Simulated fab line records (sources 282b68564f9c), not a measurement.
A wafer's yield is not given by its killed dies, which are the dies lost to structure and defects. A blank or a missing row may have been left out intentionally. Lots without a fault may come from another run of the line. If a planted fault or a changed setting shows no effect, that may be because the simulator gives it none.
fab line records	flow ritCmos
record: lots: 7	wafers: 21	lastDay: 7
route steps=202 shown NWELL@38 PWELL@39 WELLDRIVE@50 NRETRO@53 M1@202
lots that met no fault: taken from a fault-free run of the same line
startH: the number of hours between the record's first day and the start of the first shown wafer of the lot	waitH: how many hours have passed since the lot's step before this one	" unchanged from the row above	L1.1+2: a single row standing in for several wafers	- no value, or no start given	* or withheld: withheld	< > ~ a bound
route shown NAME@n: a module of which the file shows steps, and the number in the route of the first	usual: the fault-free wafers' mean and standard deviation	same: alike in all rows	chamber/n: place in a boat	sites: the reading at each site	_std_site: the standard deviation of these	_edge_site: outer sites' mean less inner sites'	radiusMm: how far each site lies from the wafer's centre	mask NAME#n: copy n	behind: tool/chamber where the wafer was last shaped	hold: why the lot was held/for how many hours/how that ended	device: transistor that didn't switch, given as n, p or np	end of line: tests run on the same wafers once the route is complete	step lacking rows: just its recipe	killed: dies that structure and defects cost at the first sort, which is not the same as the wafer's yield	map: a wafer's dies, marking killed ones x, the rest . and places with no die _
set.NAME: setting as actually run; set.NAME@STEP: the setting as run at that earlier step	model.NAME: the simulator's own value behind a step, which no gauge read
lots at selected steps of the route; one table per step, one row per wafer
services: from which hour (startH, from the record's first day; less than 0 if before it) a tool's chamber was out of use, for how many hours, and why
== steps ==
step: RIT_NWELL_TW_MEAS_10
usual: NWELL_TW: 2151/15
lot.wafer	tool	chamber	startH	waitH	NWELL_TW
L119.1	filmMetro-02	-	32.43	0.1	2184
L119.4	"	-	"	"	2172
L119.6	"	-	"	"	2175
L121.1	filmMetro-04	-	42.06	0.1	2137
L121.2	"	-	"	"	2137
L121.6	"	-	"	"	2130
L128.1	filmMetro-04	-	76.39	0.1	2140
L128.5	"	-	"	"	2139
L128.6	"	-	"	"	2146
L129.2	filmMetro-02	-	80.81	0.1	2157
L129.4	"	-	"	"	2160
L129.5	"	-	"	"	2147
L138.3	filmMetro-03	-	126.04	0.1	2160
L138.4	"	-	"	"	2162
L138.5	"	-	"	"	2170
L139.1	filmMetro-02	-	134.81	0.1	2149
L139.4	"	-	"	"	2147
L139.5	"	-	"	"	2163
L140.1	filmMetro-03	-	138.56	0.1	2168
L140.5	"	-	"	"	2157
L140.6	"	-	"	"	2160
step: RIT_PWELL_HMDS_00
recipe: primeTimeS: 60	primeTempC: 140
step: RIT_PWELL_COAT_01
recipe: resist: NOVOLAK	spinRpm: 2000	resistThkNm: 1300
step: RIT_PWELL_SOFTBAKE_02
recipe: resist: NOVOLAK	tempC: 90	timeS: 60
step: RIT_PWELL_EXPOSE_03
recipe: maskId: M3	na: 0.57	targetCdNm: 43700	doseMj: 250
step: RIT_PWELL_PEB_04
recipe: resist: NOVOLAK	tempC: withheld	timeS: withheld
step: RIT_PWELL_DEVELOP_05
recipe: resist: NOVOLAK	developTimeS: 68	devTempC: 23.31
step: RIT_PWELL_OVL_MEAS_06
usual: PWELL_OVL: 0.0/1.3
lot.wafer	tool	chamber	startH	waitH	PWELL_OVL[nm]
L119.1	overlay-02	-	33.37	-	1.8
L119.4	"	-	"	"	0.9
L119.6	"	-	"	"	0.2
L121.1	overlay-01	-	43.10	-	0.1
L121.2	"	-	"	"	-0.2
L121.6	"	-	"	"	-0.1
L128.1	overlay-01	-	77.33	-	-0.5
L128.5	"	-	"	"	-0.6
L128.6	"	-	"	"	-1.5
L129.2	overlay-02	-	81.75	-	-0.9
L129.4	"	-	"	"	-2.0
L129.5	"	-	"	"	-1.2
L138.3	overlay-01	-	126.98	-	-0.5
L138.4	"	-	"	"	-0.2
L138.5	"	-	"	"	-1.5
L139.1	overlay-02	-	135.88	-	-2.3
L139.4	"	-	"	"	-0.2
L139.5	"	-	"	"	-1.8
L140.1	overlay-02	-	139.66	-	1.8
L140.5	"	-	"	"	1.2
L140.6	"	-	"	"	1.5
step: RIT_PWELL_HARDBAKE_07
recipe: resist: NOVOLAK	tempC: 140	timeS: 120
step: RIT_PWELL_IMPLANT_08
recipe: species: B	energyKev: 170	doseCm2: 7e+13	tiltDeg: 7
step: RIT_PWELL_STRIP_09
recipe: chemistry: O2	timeS: 180	resist: NOVOLAK	platenTempC: withheld	powerW: 500	pressureMtorr: 4000	o2FlowSccm: 4000
usual: drypumpMotorCurrentA: 5.6/0.58
lot.wafer	tool	chamber	startH	waitH	drypumpMotorCurrentA	rfHoursCounterH
L119.1	plasmaAsher-04	1	34.02	0.1	4.8	41
L119.4	"	0	"	"	6.3	-
L119.6	"	1	"	"	4.8	-
L121.1	plasmaAsher-04	1	43.53	0.1	4.9	43
L121.2	"	0	"	"	6.3	43
L121.6	"	0	"	"	6.3	-
L128.1	plasmaAsher-04	1	77.77	0.1	4.9	46
L128.5	"	1	"	"	4.9	-
L128.6	"	0	"	"	6.3	-
L129.2	plasmaAsher-04	0	82.41	0.1	6.3	47
L129.4	"	1	"	"	4.9	-
L129.5	"	1	"	"	4.9	-
L138.3	plasmaAsher-04	1	127.46	0.1	4.9	-
L138.4	"	0	"	"	6.3	-
L138.5	"	0	"	"	6.3	-
L139.1	plasmaAsher-04	1	136.31	0.1	4.9	53
L139.4	"	0	"	"	6.3	-
L139.5	"	0	"	"	6.3	-
L140.1	plasmaAsher-04	1	140.09	0.1	4.9	54
L140.5	"	0	"	"	6.3	-
L140.6	"	1	"	"	4.8	-
step: RIT_PWELL_TW_MEAS_10
usual: PWELL_TW: 954/5.4
lot.wafer	tool	chamber	startH	waitH	PWELL_TW
L119.1	filmMetro-04	-	34.19	0.1	943
L119.4	"	-	"	"	947
L119.6	"	-	"	"	946
L121.1	filmMetro-03	-	43.71	0.1	958
L121.2	"	-	"	"	955
L121.6	"	-	"	"	957
L128.1	filmMetro-04	-	77.95	0.1	955
L128.5	"	-	"	"	952
L128.6	"	-	"	"	951
L129.2	filmMetro-03	-	82.60	0.1	955
L129.4	"	-	"	"	955
L129.5	"	-	"	"	957
L138.3	filmMetro-04	-	127.60	0.1	949
L138.4	"	-	"	"	952
L138.5	"	-	"	"	952
L139.1	filmMetro-04	-	136.49	0.1	951
L139.4	"	-	"	"	946
L139.5	"	-	"	"	944
L140.1	filmMetro-03	-	140.27	0.1	959
L140.5	"	-	"	"	957
L140.6	"	-	"	"	958
step: RIT_WELLDRIVE_ANNEAL_00
recipe: tempC: 1100	timeS: 14700	ambient: N2
usual: spikeTcCentreC: 1102.3/1.4	spikeTcSourceC: 1125.9/1.4	tubeCenterTempC: 1100/0.1	tube_center_temp_C_max: 1102.8/0.47	zonePowerCentrePct: 56/7
lot.wafer	tool	chamber	startH	waitH	spikeTcCentreC	spikeTcSourceC	tubeCenterTempC	tube_center_temp_C_max	zonePowerCentrePct
L119.1	furnace-04	0	34.25	0.1	1102.8	1127.1	1100	1102.1	46
L119.4	"	0	"	"	1104.9	1126.1	1100.1	1102.7	46
L119.6	"	0	"	"	1103.0	1127.3	1100.1	1103.8	47
L121.1	furnace-04	0	43.77	0.1	1103.8	1126.0	1100	1102.6	46
L121.2	"	0	"	"	1101.7	1128.9	1099.9	1103.0	46
L121.6	"	0	"	"	1104.1	1126.9	1100	1103.3	46
L128.1	furnace-03	0	78.01	0.1	1101.6	1124.0	1099.9	1102.9	62
L128.5	"	0	"	"	1102.9	1124.2	1099.8	1102.2	61
L128.6	"	0	"	"	1102.1	1125.2	1100.2	1102.7	63
L129.2	furnace-02	0	82.65	0.0	1102.9	1127.3	1100	1102.8	61
L129.4	"	0	"	"	1102.8	1126.8	1099.9	1102.1	60
L129.5	"	0	"	"	1100.5	1126.5	1100	1103.1	60
L138.3	furnace-04	0	127.64	0.0	1094.3	1118.4	1091.8	1094.6	45
L138.4	"	0	"	"	1096.7	1118.2	1092	1094.6	45
L138.5	"	0	"	"	1094.4	1119.1	1091.9	1094.4	46
L139.1	furnace-04	0	136.58	0.1	1094.8	1118.6	1091.9	1094.6	46
L139.4	"	0	"	"	1096.4	1120.6	1091.9	1095.5	46
L139.5	"	0	"	"	1096.8	1118.6	1092	1093.9	46
L140.1	furnace-04	0	141.67	1.4	1095.4	1118.1	1092	1094.0	46
L140.5	"	0	"	"	1095.4	1119.0	1092	1095.2	46
L140.6	"	0	"	"	1094.8	1117.9	1092.1	1094.4	46
step: RIT_WELLDRIVE_RS_MEAS_01
recipe: thkMeasGauge: four-point-probe
usual: NWELL_RS: 275.5/0.81
lot.wafer	tool	chamber	startH	waitH	NWELL_RS[ohm/sq]
L119.1	filmMetro-04	-	39.34	0.0	275.8
L119.4	"	-	"	"	275.6
L119.6	"	-	"	"	275.4
L121.1	filmMetro-04	-	48.85	0.0	274.5
L121.2	"	-	"	"	274.5
L121.6	"	-	"	"	274.8
L128.1	filmMetro-04	-	83.09	0.0	274.6
L128.5	"	-	"	"	274.7
L128.6	"	-	"	"	275.5
L129.2	filmMetro-02	-	87.75	0.0	276.4
L129.4	"	-	"	"	275.3
L129.5	"	-	"	"	274.8
L138.3	filmMetro-04	-	132.76	0.0	284.6
L138.4	"	-	"	"	284.4
L138.5	"	-	"	"	285.9
L139.1	filmMetro-03	-	141.67	0.0	283.7
L139.4	"	-	"	"	283.7
L139.5	"	-	"	"	284.4
L140.1	filmMetro-02	-	146.75	0.0	283.7
L140.5	"	-	"	"	284.2
L140.6	"	-	"	"	283.9
step: RIT_WELLDRIVE_RS_MEAS_02
recipe: thkMeasGauge: four-point-probe
usual: PWELL_RS: 429.5/1.1
lot.wafer	tool	chamber	startH	waitH	PWELL_RS[ohm/sq]
L119.1	filmMetro-04	-	39.46	0.1	430.3
L119.4	"	-	"	"	429.9
L119.6	"	-	"	"	429.2
L121.1	filmMetro-04	-	48.97	0.1	429.0
L121.2	"	-	"	"	429.8
L121.6	"	-	"	"	430.0
L128.1	filmMetro-04	-	83.21	0.1	430.5
L128.5	"	-	"	"	430.0
L128.6	"	-	"	"	431.3
L129.2	filmMetro-02	-	87.87	0.1	428.0
L129.4	"	-	"	"	428.6
L129.5	"	-	"	"	428.0
L138.3	filmMetro-04	-	132.88	0.1	440.5
L138.4	"	-	"	"	440.2
L138.5	"	-	"	"	440.5
L139.1	filmMetro-03	-	141.79	0.1	438.1
L139.4	"	-	"	"	439.5
L139.5	"	-	"	"	438.9
L140.1	filmMetro-02	-	146.87	0.1	436.7
L140.5	"	-	"	"	436.6
L140.6	"	-	"	"	438.4
step: RIT_NRETRO_HMDS_00
recipe: primeTimeS: 60	primeTempC: 140
step: RIT_M1_PROBE_99
usual: killedAtContacts: 0.0/0.2	killedAtFrontEnd: 7/3.1	killedDies: 7/3.1	killedOpen: 3.5/1.9	killedShort: 3.6/2.1
same: grossDies: 264	killed_at_M0_to_M3: 0	killed_at_M4_up: 0	killedAtBackSide: 0	killedAtOther: 0
lot.wafer	tool	chamber	startH	waitH	killedAtContacts	killedAtFrontEnd	killedDies	killedOpen	killedShort	model.etest.nwellPinched.rsOhmSq	model.etest.pwellPinched.rsOhmSq	model.etest.pwell.rsOhmSq	model.etest.fieldN.vtV	model.etest.fieldPMetal.vtV	model.etest.fieldP.vtV	model.etest.diodePplusNwell.bvV	model.etest.diodePplusComb.cjFfUm2
L119.1	prober-02	-	70.26	0.1	0	7	7	3	4	327.6	446.5	412.9	35.61	-29.48	-12.67	6.529	2
L119.4	prober-02	-	70.41	0.2	0	5	5	2	3	332.6	457.5	421.6	35.74	-29.68	-12.67	6.551	1.996
L119.6	prober-02	-	70.51	0.2	0	8	8	2	6	337.2	455.6	417.4	34.98	-29.61	-12.61	6.612	2.004
L121.1	prober-02	-	78.49	0.1	0	7	7	3	4	335.2	453.6	414.9	35.5	-28.88	-12.73	6.685	1.978
L121.2	prober-02	-	78.54	0.1	0	7	7	4	3	334.6	460.6	420.1	36.13	-28.92	-12.86	6.699	1.975
L121.6	prober-02	-	78.74	0.2	0	9	9	3	6	332.6	455.9	415.3	36.04	-29.21	-12.71	6.693	1.983
L128.1	prober-01	-	111.38	0.1	0	6	6	2	4	329.6	449.9	416.7	34.25	-30.74	-12.99	6.481	2.051
L128.5	prober-01	-	111.58	0.2	0	6	6	2	4	331.1	452.2	412.7	34.27	-31.16	-13.02	6.434	2.045
L128.6	prober-01	-	111.63	0.2	0	6	6	3	3	334.3	453.8	415.1	34.3	-31.06	-12.97	6.465	2.059
L129.2	prober-02	-	115.88	0.1	0	5	5	1	4	337.2	452.9	413.1	34.27	-30.55	-12.9	6.612	1.994
L129.4	prober-02	-	115.98	0.2	0	11	11	5	6	338.9	449.2	406.1	33.57	-30.76	-12.85	6.73	1.992
L129.5	prober-02	-	116.03	0.2	0	5	5	2	3	342.1	457.8	409.3	34.1	-30.17	-12.9	6.703	1.983
L138.3	prober-01	-	162.50	0.2	0	13	13	5	8	355.1	471.7	426.1	35.72	-29.05	-12.63	6.489	2.049
L138.4	prober-01	-	162.55	0.2	0	10	10	6	4	347.5	469.9	431.2	35.68	-29.94	-12.65	6.42	2.059
L138.5	prober-01	-	162.60	0.2	0	7	7	3	4	347.9	465.1	425.8	35.61	-29.95	-12.6	6.427	2.055
L139.1	prober-02	-	173.02	0.1	0	3	3	1	2	347.5	467.4	435	36.78	-28.57	-12.08	6.531	2.019
L139.4	prober-02	-	173.17	0.2	0	7	7	3	4	349.8	471.1	437.9	37.64	-28.16	-12.2	6.542	2.012
L139.5	prober-02	-	173.22	0.2	0	3	3	2	1	346.8	472.8	434.3	36.76	-28.49	-12.1	6.532	2.019
L140.1	prober-01	-	176.41	0.1	0	5	5	2	3	355.8	479.4	426.1	35.81	-28.86	-12.36	6.534	2.081
L140.5	prober-01	-	176.61	0.2	1	11	12	7	5	348.7	463.6	422.8	34.89	-29.81	-12.45	6.395	2.079
L140.6	prober-01	-	176.66	0.2	0	4	4	2	2	354.6	475.5	426.8	34.92	-29.69	-12.47	6.484	2.078
killed by level:class
L119.1 GATE:geometricParticle:short=3 GATE:geometricParticle:open=3 SILICIDE:geometricParticle:short=1
L119.4 SILICIDE:geometricParticle:open=2 SILICIDE:geometricParticle:short=2 REOX:geometricParticle:short=1
L119.6 GATE:geometricParticle:short=3 FOX1:geometricParticle:short=2 GATE:geometricParticle:open=1 REOX:geometricParticle:short=1 SILICIDE:geometricParticle:open=1
L121.1 GATE:geometricParticle:short=2 REOX:geometricParticle:open=2 FOX2:geometricParticle:open=1 REOX:geometricParticle:short=1 SILICIDE:geometricParticle:short=1
L121.2 FOX1:geometricParticle:open=2 GATE:geometricParticle:short=2 FOX2:geometricParticle:open=1 REOX:geometricParticle:open=1 REOX:geometricParticle:short=1
L121.6 FOX1:geometricParticle:short=2 GATE:geometricParticle:short=2 GATE:geometricParticle:open=2 FOX1:geometricParticle:open=1 REOX:geometricParticle:short=1 SILICIDE:geometricParticle:short=1
L128.1 REOX:geometricParticle:open=2 SILICIDE:geometricParticle:short=2 FOX1:geometricParticle:short=1 REOX:geometricParticle:short=1
L128.5 FOX1:geometricParticle:open=1 FOX1:geometricParticle:short=1 FOX2:geometricParticle:open=1 GATE:geometricParticle:short=1 SPACER:geometricParticle:short=1 SILICIDE:geometricParticle:short=1
L128.6 FOX1:geometricParticle:short=2 FOX1:geometricParticle:open=1 REOX:geometricParticle:open=1 SPACER:geometricParticle:open=1 SILICIDE:geometricParticle:short=1
L129.2 FOX1:geometricParticle:short=1 FOX2:geometricParticle:short=1 GATE:geometricParticle:open=1 REOX:geometricParticle:short=1 SILICIDE:geometricParticle:short=1
L129.4 GATE:geometricParticle:short=2 SPACER:geometricParticle:short=2 SILICIDE:geometricParticle:open=2 FOX1:geometricParticle:open=1 FOX1:geometricParticle:short=1 GATE:geometricParticle:open=1 REOX:geometricParticle:short=1 SPACER:geometricParticle:open=1
L129.5 FOX1:geometricParticle:short=1 GATE:geometricParticle:open=1 REOX:geometricParticle:short=1 REOX:geometricParticle:open=1 SILICIDE:geometricParticle:short=1
L138.3 GATE:geometricParticle:open=2 GATE:geometricParticle:short=2 SPACER:geometricParticle:short=2 SILICIDE:geometricParticle:short=2 FOX1:geometricParticle:short=1 FOX1:geometricParticle:open=1 FOX2:geometricParticle:open=1 REOX:geometricParticle:short=1
L138.4 GATE:geometricParticle:open=4 GATE:geometricParticle:short=4 SPACER:geometricParticle:open=2
L138.5 GATE:geometricParticle:short=3 SILICIDE:geometricParticle:open=2 GATE:geometricParticle:open=1 SPACER:geometricParticle:short=1
L139.1 GATE:geometricParticle:short=1 REOX:geometricParticle:open=1 SILICIDE:geometricParticle:short=1
L139.4 FOX2:geometricParticle:short=2 FOX2:geometricParticle:open=1 GATE:geometricParticle:short=1 GATE:geometricParticle:open=1 REOX:geometricParticle:short=1 REOX:geometricParticle:open=1
L139.5 GATE:geometricParticle:open=2 GATE:geometricParticle:short=1
L140.1 GATE:geometricParticle:open=1 GATE:geometricParticle:short=1 SPACER:geometricParticle:short=1 SILICIDE:geometricParticle:short=1 SILICIDE:geometricParticle:open=1
L140.5 GATE:geometricParticle:open=3 REOX:geometricParticle:short=2 SILICIDE:geometricParticle:open=2 FOX1:geometricParticle:short=1 FOX1:geometricParticle:open=1 GATE:geometricParticle:short=1 SILICIDE:geometricParticle:short=1 CONTACT:geometricParticle:open=1
L140.6 FOX1:geometricParticle:short=1 REOX:geometricParticle:short=1 REOX:geometricParticle:open=1 SILICIDE:geometricParticle:open=1
== services ==
tool	chamber	startH	hours	kind
furnace-02	-	127.56	3.4	pm
furnace-03	-	132.05	2.7	pm
== key ==
firstSign: step: RIT_WELLDRIVE_ANNEAL_00	reading: tubeCenterTempC	direction: down	sigmas: 73	usual: *	struck: *
effect: step: RIT_WELLDRIVE_ANNEAL_00	reading: tube_center_temp_C_max	direction: down	sigmas: 17	usual: *	struck: *
effect: step: RIT_WELLDRIVE_RS_MEAS_01	reading: NWELL_RS	direction: up	sigmas: 11	usual: 275.5	struck: 284.3
effect: step: RIT_WELLDRIVE_RS_MEAS_02	reading: PWELL_RS	direction: up	sigmas: 8.5	usual: 429.5	struck: 438.8
modelEffect: step: RIT_M1_PROBE_99	value: etest.nwellPinched.rsOhmSq	without: 333.7	struck: 350.4
metAt RIT_WELLDRIVE_ANNEAL_00
struckWafers L138.3,L138.4,L138.5,L139.1,L139.4,L139.5,L140.1,L140.5,L140.6
testerLeftOut L138,L139,L140
fault: kind: processParameterDrift	tool: furnace-04	chamber: -	onsetH: 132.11	steps: RIT_WELLDRIVE_ANNEAL_00	channel: tempC	offset: *	shape: step	endH: 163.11	actsIn: *	stated: *
testerLeftOut: of these lots the tester's yield and bins aren't shown, on N5 and GAA mostly nor the transistor test; their killed dies are dies lost to structure and defects alone, not to doping, threshold or leakage, so they don't give the yield
